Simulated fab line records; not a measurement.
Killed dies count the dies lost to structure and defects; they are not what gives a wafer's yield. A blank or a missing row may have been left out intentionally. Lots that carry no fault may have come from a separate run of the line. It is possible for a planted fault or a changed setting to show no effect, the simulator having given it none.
One fault through the eyes of 2 desks :: flow berkeley-cmos170 :: each desk holds nothing but its own numbers, with what lay behind them at the end

## AT THE TOOL OWNER'S DESK: rie-metal-04
The tool's own readings at UCB170_M3_METAL_ETCH_18 (etches Al in Cl2/BCl3, stops on SiO2, target depth 1170 nm, time 195 s): means of the sampled wafers that have a number, for each lot that ran on this tool. A lot is out of limits, marked OUT, if its mean lies more than 4 standard deviations from the usual mean; the brackets give that distance.
Columns: A = drypump-motor-current-A at UCB170_M3_METAL_ETCH_18, usual 5.7 A; B = oes-product-au at UCB170_M3_METAL_ETCH_18, usual 0.854 a.u.; C = rf-fwd-power-W at UCB170_M3_METAL_ETCH_18, usual 598.1 W; D = throttle-valve-pct at UCB170_M3_METAL_ETCH_18, usual 24.20 %
lot: L681
first seen here: day 8 01:29
A: 5.9
B: 0.857
C: 599.2
D: 24.20

lot: L678
first seen here: day 8 02:33
A: 6.0
B: 0.863
C: 594.7
D: 24.33

lot: L684
first seen here: day 8 20:43
A: 5.9
B: 0.866
C: 837.1 (+99 or more) OUT
D: 24.20

lot: L687
first seen here: day 9 17:17
A: 6.0
B: 0.847
C: 838.4 (+99 or more) OUT
D: 24.47
Finding of this desk: L684, L687 out of limits; the first was L684 at day 8 20:43, on rf-fwd-power-W at UCB170_M3_METAL_ETCH_18. In limits: L681, L678.

## THE METROLOGY DESK
What the gauges read, lot by lot, whatever tool the lot ran on: means of the sampled wafers that have a number. A lot is out of limits, marked OUT, if its mean lies more than 4 standard deviations from the usual mean; the brackets give that distance.
Columns: A = V2_POLISHED_THK at UCB170_V2_THK_MEAS_04, usual 1000.3 nm; B = cd-nm at UCB170_V2_CD_MEAS_90, usual 700.3 nm; C = cd-nm at UCB170_M3_CD_MEAS_90, usual 700 nm
lot: L681
first seen here: day 7 21:42
A: 1000.2
B: 698.3
C: 701

lot: L679
first seen here: day 7 21:53
A: 1000.6
B: 700.7
C: 699

lot: L680
first seen here: day 7 22:24
A: 998.4
B: 700.2
C: 696

lot: L678
first seen here: day 7 22:37
A: 1001.7
B: 699.3
C: 702

lot: L684
first seen here: day 8 16:22
A: 1000.6
B: 698.5
C: 678 (-6.6) OUT

lot: L686
first seen here: day 9 08:48
A: 999.9
B: 701.4
C: 698

lot: L687
first seen here: day 9 12:29
A: 999.5
B: 699.5
C: 680 (-6.0) OUT

lot: L689
first seen here: day 10 00:12
A: 1001.1
B: 698.1
C: 698

lot: L692
first seen here: day 10 10:21
A: 1000.4
B: 703.4
C: 703

lot: L691
first seen here: day 10 10:37
A: 1000.0
B: 701.0
C: 699

lot: L693
first seen here: day 11 07:16
A: 1001.9
B: 701.4
C: 696

lot: L695
first seen here: day 11 07:34
A: 1001.1
B: 700.5
C: 703

lot: L699
first seen here: day 12 06:01
A: 999.9
B: 698.6
C: 697

lot: L700
first seen here: day 12 06:19
A: 1001.8
B: 701.6
C: 696
Finding of this desk: L684, L687 out of limits; the first was L684 at day 8 21:00, on cd-nm at UCB170_M3_CD_MEAS_90. In limits: L681, L679, L680, L678, L686, L689, L692, L691, L693, L695, L699, L700.

## PUT TOGETHER
The tool owner's desk had the chance to raise an alarm at day 8 20:43 on L684, L687.
Metrology desk: alarm possible at day 8 21:00 on L684, L687.
All the named lots went through UCB170_M3_METAL_ETCH_18 on rie-metal-04.

## WHAT THE SIMULATOR HAD INSERTED
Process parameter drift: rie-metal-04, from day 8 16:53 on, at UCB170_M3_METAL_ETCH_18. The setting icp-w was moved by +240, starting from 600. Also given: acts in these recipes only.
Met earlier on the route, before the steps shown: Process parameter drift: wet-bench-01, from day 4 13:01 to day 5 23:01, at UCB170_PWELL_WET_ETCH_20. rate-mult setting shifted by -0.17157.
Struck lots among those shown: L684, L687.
Time in hours from fault onset to the first out-of-limits reading at each desk: tool owner's desk 4, metrology desk 4.
